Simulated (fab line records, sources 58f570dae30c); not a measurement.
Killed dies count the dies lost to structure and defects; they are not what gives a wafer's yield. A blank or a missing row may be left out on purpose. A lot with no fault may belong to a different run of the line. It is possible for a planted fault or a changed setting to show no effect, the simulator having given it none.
Check of tool commonality + flow berkeleyCmos170 + Sampled: 14 lots, 42 wafers

== REASON IT WAS OPENED ==
2 of 14 lots carry a flag on the reading NVT_TW at UCB170_NVT_TW_MEAS_09. No-fault wafers: 519, standard deviation 4.2.
Rule: a lot is flagged in two cases, either no wafer of it has a number, or all its wafers with numbers fall more than 4 standard deviations from that mean. As for the other lots, they are considered sound.

| lot  | measured     | on           | NVT_TW, wafer by wafer | flag    |
|------|--------------|--------------|------------------------|---------|
| L723 | day 5 04:04  | filmMetro-04 | 521 515 519            |         |
| L724 | day 5 15:51  | filmMetro-03 | 522 521 519            |         |
| L725 | day 5 16:07  | filmMetro-04 | 521 518 519            |         |
| L726 | day 6 06:01  | filmMetro-03 | 520 518 522            |         |
| L727 | day 6 13:50  | filmMetro-03 | 519 518 519            |         |
| L729 | day 6 14:11  | filmMetro-03 | 518 519 517            |         |
| L730 | day 7 04:19  | filmMetro-04 | 519 519 521            |         |
| L733 | day 8 01:49  | filmMetro-03 | 521 521 522            |         |
| L734 | day 8 07:26  | filmMetro-03 | 524 519 522            |         |
| L740 | day 9 06:21  | filmMetro-01 | 513 512 516            |         |
| L742 | day 9 19:58  | filmMetro-01 | 475 477 477            | FLAGGED |
| L744 | day 10 05:25 | filmMetro-01 | 475 480 477            | FLAGGED |
| L745 | day 10 05:42 | filmMetro-03 | 520 520 519            |         |
| L746 | day 10 05:58 | filmMetro-01 | 513 515 517            |         |
The mean of the flagged lots' numbers is 477, -42 from the usual (-10 standard deviations).

== WHICH TOOL RAN EACH LOT ==
The record keeps 1 process step preceding the reading, out of 331 steps on the route. In each cell: the tool, then ch and the chambers that the sampled wafers went through, then the start.
| lot  | flag    | UCB170_NVT_IMPLANT_07           |
|------|---------|---------------------------------|
| L723 |         | implanter-03 ch 0, day 5 03:49  |
| L724 |         | implanter-02 ch 0, day 5 15:36  |
| L725 |         | implanter-04 ch 0, day 5 15:52  |
| L726 |         | implanter-02 ch 0, day 6 05:46  |
| L727 |         | implanter-03 ch 0, day 6 13:35  |
| L729 |         | implanter-02 ch 0, day 6 13:53  |
| L730 |         | implanter-02 ch 0, day 7 04:04  |
| L733 |         | implanter-02 ch 0, day 8 01:34  |
| L734 |         | implanter-04 ch 0, day 8 07:11  |
| L740 |         | implanter-03 ch 0, day 9 06:06  |
| L742 | FLAGGED | implanter-02 ch 0, day 9 19:44  |
| L744 | FLAGGED | implanter-02 ch 0, day 10 05:11 |
| L745 |         | implanter-03 ch 0, day 10 05:29 |
| L746 |         | implanter-04 ch 0, day 10 05:44 |
What the steps here do:
- UCB170_NVT_IMPLANT_07
- UCB170_NVT_TW_MEAS_09

== FLAGGED OVER TOTAL, TOOL BY TOOL (the gauges that took the reading come last) ==
| step                  | tool         | lots run | flagged | share of the flagged lots | sound lots run after its first flagged lot |
|-----------------------|--------------|----------|---------|---------------------------|--------------------------------------------|
| UCB170_NVT_IMPLANT_07 | implanter-02 | 7        | 2       | all                       | 0                                          |
| UCB170_NVT_IMPLANT_07 | implanter-03 | 4        | 0       | none                      | -                                          |
| UCB170_NVT_IMPLANT_07 | implanter-04 | 3        | 0       | none                      | -                                          |
| UCB170_NVT_TW_MEAS_09 | filmMetro-01 | 4        | 2       | all                       | 1 (L746)                                   |
| UCB170_NVT_TW_MEAS_09 | filmMetro-03 | 7        | 0       | none                      | -                                          |
| UCB170_NVT_TW_MEAS_09 | filmMetro-04 | 3        | 0       | none                      | -                                          |

== WHAT THE TABLE ALLOWS ==
Rows of the table that ran all the flagged lots, 2 in number: implanter-02 at UCB170_NVT_IMPLANT_07; filmMetro-01 at UCB170_NVT_TW_MEAS_09.
- implanter-02 at UCB170_NVT_IMPLANT_07 ran 7 lots, 2 of them flagged. Last sound lot L733 at day 8 01:34, first flagged lot L742 at day 9 19:44; a fault beginning in between fits. Its own readings (doseIonsCm2, faradayCurrentUA) fall more than 4 standard deviations out on all wafers of the flagged lots.
- filmMetro-01 at UCB170_NVT_TW_MEAS_09 ran 4 lots, 2 of them flagged. Sound lots ran on it after the first flagged one (L746), which a lasting fault on the whole tool wouldn't allow.
Left over: one tool, implanter-02 at UCB170_NVT_IMPLANT_07.

== WHAT THE SIMULATOR PUT IN ==
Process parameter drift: implanter-02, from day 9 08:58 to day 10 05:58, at UCB170_NVT_IMPLANT_07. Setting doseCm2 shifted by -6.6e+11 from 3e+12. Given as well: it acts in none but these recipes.
Shown lots that were struck: L742, L744. The rule above found the same.
